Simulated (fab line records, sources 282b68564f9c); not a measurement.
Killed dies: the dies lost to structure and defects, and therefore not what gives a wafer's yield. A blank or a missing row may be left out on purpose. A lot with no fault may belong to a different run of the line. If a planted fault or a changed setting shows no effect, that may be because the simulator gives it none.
Struck lot and sound lot, side by side || flow rit cmos || 19 out of 202 route steps
Sound: these wafers, L674.1, L674.3, L674.5. Wafers L678.1, L678.2, L678.6 were the ones struck. At the end, the cause is stated.
For every step that has rows: the tool of each side, followed by ch and its chambers, followed by its first start. Under that, the readings that differ: sound wafers || struck wafers || difference of the means || sigmas: that difference in standard deviations of wafers without a fault.
alike: a reading whose means differ by less than 2 such deviations, as well as words and numbers matching on both sides. not compared: withheld readings; readings where some wafer has no value; bounds like >300 that might hide an equal value; numbers whose values overlap and for which the record gives no deviation.
A row with sigmas, a row that says differs or no value, or rows on one side alone: a step with any of these is where the two part. Non-overlapping numbers with no deviation appear without sigmas and do not part them. A reading that every wafer of one side lacks parts them only if that side has two wafers or more.

first, 2 steps without rows for these wafers: RIT_NWELL_HARDBAKE_07 (time 120 s); RIT_NWELL_IMPLANT_08.
RIT_NWELL_STRIP_09: strips in O2, time 180 s.
  sound on plasma asher-02 ch 0,1, day 2 07:01; struck on plasma asher-03 ch 0,1, day 3 01:46
  alike: drypump motor current A
  not compared: rf hours counter h
RIT_NWELL_TW_MEAS_10:
  sound: film metro-03 at day 2 07:11; struck: film metro-03 at day 3 01:56
  alike: NWELL_TW
then, 6 steps without rows for these wafers: RIT_PWELL_HMDS_00 (prime time 60 s); RIT_PWELL_COAT_01 (resist thk 1300 nm); RIT_PWELL_SOFTBAKE_02 (time 60 s); RIT_PWELL_EXPOSE_03 (exposes mask M3, target cd 43700 nm); RIT_PWELL_PEB_04; RIT_PWELL_DEVELOP_05 (develop time 70.14 s).
RIT_PWELL_OVL_MEAS_06:
  sound: overlay-02 at day 2 08:20; struck: overlay-01 at day 3 03:00
  alike: PWELL_OVL
then, 1 step without rows for these wafers: RIT_PWELL_HARDBAKE_07 (time 120 s).
RIT_PWELL_IMPLANT_08:
  sound on implanter-02 ch 0, day 2 08:37; struck on implanter-03 ch 0, day 3 03:17
{"reading": "implant ion amu", "sound": "11 11 11", "struck": "31 31 31", "difference": "+20", "sigmas": ""}
{"reading": "model.implant.rp nm (nm)", "sound": "485.4 485.4 485.4", "struck": "217.8 217.8 217.8", "difference": -267.6, "sigmas": ""}
{"reading": "model.implant.drp nm (nm)", "sound": "102.9 102.9 102.9", "struck": "68.82 68.82 68.82", "difference": -34.08, "sigmas": ""}
RIT_PWELL_STRIP_09: strips in O2, time 180 s.
  sound on plasma asher-02 ch 1, day 2 08:46; struck on plasma asher-04 ch 0,1, day 3 03:26
  alike: drypump motor current A
  not compared: rf hours counter h
RIT_PWELL_TW_MEAS_10:
  sound: film metro-03 at day 2 08:56; struck: film metro-03 at day 3 03:37
{"reading": "PWELL_TW", "sound": "933 931 932", "struck": "2342 2342 2343", "difference": "+1410", "sigmas": "+99 or more"}
then, 1 step without rows for these wafers: RIT_WELLDRIVE_ANNEAL_00 (time 14700 s).
RIT_WELLDRIVE_RS_MEAS_01: the measuring method here is four-point-probe.
  sound: film metro-03 at day 2 14:52; struck: film metro-03 at day 3 10:10
  alike: NWELL_RS
RIT_WELLDRIVE_RS_MEAS_02: the measuring method here is four-point-probe.
  sound: film metro-03 at day 2 14:59; struck: film metro-03 at day 3 10:17
{"reading": "PWELL_RS (ohm/sq)", "sound": "429.9 430.0 428.3", "struck": "83.4 83.6 83.5", "difference": -345.9, "sigmas": "-99 or more"}
then, 1 step without rows for these wafers: RIT_NRETRO_HMDS_00 (prime time 60 s).

== WHERE THEY PART ==
Last at RIT_WELLDRIVE_RS_MEAS_02 as far as this record goes, first at RIT_PWELL_TW_MEAS_10.

WHY: what the simulator had put in
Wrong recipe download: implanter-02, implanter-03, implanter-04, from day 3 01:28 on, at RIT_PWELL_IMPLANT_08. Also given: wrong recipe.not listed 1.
